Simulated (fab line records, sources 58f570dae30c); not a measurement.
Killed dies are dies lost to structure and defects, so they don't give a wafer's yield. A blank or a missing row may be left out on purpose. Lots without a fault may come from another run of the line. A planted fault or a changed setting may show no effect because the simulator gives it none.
Which tool did it? | flow berkeley_cmos170 | 13 lots, 39 wafers sampled, at 2 steps of a route of 331

WHAT THE GAUGES READ, wafer by wafer
UCB170_PSD_CD_MEAS_06: target cd 1200 nm. Usual: cd_nm 1200.5 nm, standard deviation 1.3.
lot  | measured     | on        | cd_nm (nm)           | flag
L704 | day 6 22:49  | cd_sem-01 | 1197.3 1198.6 1197.6 |
L703 | day 6 22:36  | cd_sem-02 | 1202.4 1201.3 1202.2 |
L705 | day 7 07:20  | cd_sem-02 | 1199.6 1199.5 1199.9 |
L708 | day 7 07:20  | cd_sem-01 | 1201.3 1202.1 1201.5 |
L707 | day 7 07:38  | cd_sem-01 | 1201.0 1202.3 1203.4 |
L706 | day 7 07:50  | cd_sem-02 | 1202.0 1202.2 1201.6 |
L712 | day 8 16:49  | cd_sem-01 | 1201.4 1200.9 1199.8 |
L713 | day 8 23:47  | cd_sem-01 | 1200.7 1199.3 1200.1 |
L720 | day 10 03:10 | cd_sem-01 | 1201.1 1199.7 1200.3 |
L722 | day 10 08:16 | cd_sem-02 | 1200.2 1200.8 1199.1 |
L723 | day 11 00:32 | cd_sem-02 | 1198.5 1199.2 1198.3 |
L724 | day 11 05:49 | cd_sem-01 | 1199.4 1200.3 1200.2 |
L726 | day 11 06:04 | cd_sem-02 | 1199.6 1200.5 1199.7 |

WHICH TOOL RAN EACH LOT (tool, then ch and the chambers of the sampled wafers, then the start)
lot  | UCB170_GATE_ETCH_14
L704 | rie_diel-01 ch 1,2, day 6 13:20
L703 | rie_diel-03 ch 1,2,3, day 6 13:35
L705 | rie_diel-04 ch 0,2, day 6 20:01
L708 | rie_diel-01 ch 0,1, day 6 20:01
L707 | rie_diel-01 ch 0,3, day 6 20:17
L706 | rie_diel-04 ch 0,2,3, day 6 20:29
L712 | rie_diel-04 ch 0,1,3, day 8 06:29
L713 | rie_diel-03 ch 0,1,3, day 8 14:31
L720 | rie_diel-01 ch 0,1,2, day 9 18:25
L722 | rie_diel-01 ch 1,2,3, day 9 22:50
L723 | rie_diel-03 ch 0,1, day 10 13:49
L724 | rie_diel-03 ch 1,2,3, day 10 19:12
L726 | rie_diel-01 ch 0,2,3, day 10 19:25
- UCB170_GATE_ETCH_14: etches BARC in N2/H2.

WHAT THE TOOLS THEMSELVES READ (means of the sampled wafers that have a number; where no wafer has one, the mark that the record gives instead)
UCB170_GATE_ETCH_14. Usual: drypump_motor_current_A 5.8 A, standard deviation 0.52; n2_flow_sccm 100.0 sccm, standard deviation 0.31; oes_product_au 1.004 a.u., standard deviation 0.024; rf_fwd_power_W 494.6 W, standard deviation 2.3; throttle_valve_pct 13.32 %, standard deviation 0.14.
lot  | tool        | drypump_motor_current_A (A) | n2_flow_sccm (sccm) | oes_product_au (a.u.) | rf_fwd_power_W (W) | throttle_valve_pct (%) | flag
L704 | rie_diel-01 | 5.6                         | 99.7                | 0.995                 | 496.6              | 13.18                  |
L703 | rie_diel-03 | 6.0                         | 100.0               | 0.979                 | 495.2              | 13.41                  |
L705 | rie_diel-04 | 5.9                         | 100.0               | 1.030                 | 495.6              | 13.39                  |
L708 | rie_diel-01 | 5.7                         | 100.2               | 1.013                 | 495.1              | 13.15                  |
L707 | rie_diel-01 | 5.5                         | 100.0               | 1.035                 | 493.1              | 13.32                  |
L706 | rie_diel-04 | 5.7                         | 100.0               | 1.007                 | 494.2              | 13.42                  |
L712 | rie_diel-04 | 5.7                         | 100.1               | 1.008                 | 496.0              | 13.35                  |
L713 | rie_diel-03 | 6.1                         | 100.0               | 0.990                 | 493.3              | 13.32                  |
L720 | rie_diel-01 | 5.9                         | 100.0               | 0.997                 | 494.8              | 13.17                  |
L722 | rie_diel-01 | 5.5                         | 100.0               | 0.999                 | 494.7              | 13.28                  |
L723 | rie_diel-03 | 6.0                         | 99.8                | 1.005                 | 491.1              | 13.30                  |
L724 | rie_diel-03 | 6.0                         | 100.2               | 0.984                 | 494.8              | 13.43                  |
L726 | rie_diel-01 | 5.8                         | 100.0               | 1.017                 | 494.6              | 13.26                  |

THE ANSWER, worked out from the rows above alone
Rule: a lot is off if the mean of its wafers that have a number lies more than 3 standard deviations from the usual mean. A lot without any number at a reading at which 4 lots or more have one is off too. The other lots that the step has rows for count as sound. The gauges are gone through in route order, then the tools' own readings, and for those a lot's mean is taken as printed above. The first step at which some lot is off is used, and at that step the reading that is off furthest; a lot without a number counts as furthest.
No lot is off at any reading shown: from this, nothing can be told.

WHAT THE SIMULATOR HAD PUT IN
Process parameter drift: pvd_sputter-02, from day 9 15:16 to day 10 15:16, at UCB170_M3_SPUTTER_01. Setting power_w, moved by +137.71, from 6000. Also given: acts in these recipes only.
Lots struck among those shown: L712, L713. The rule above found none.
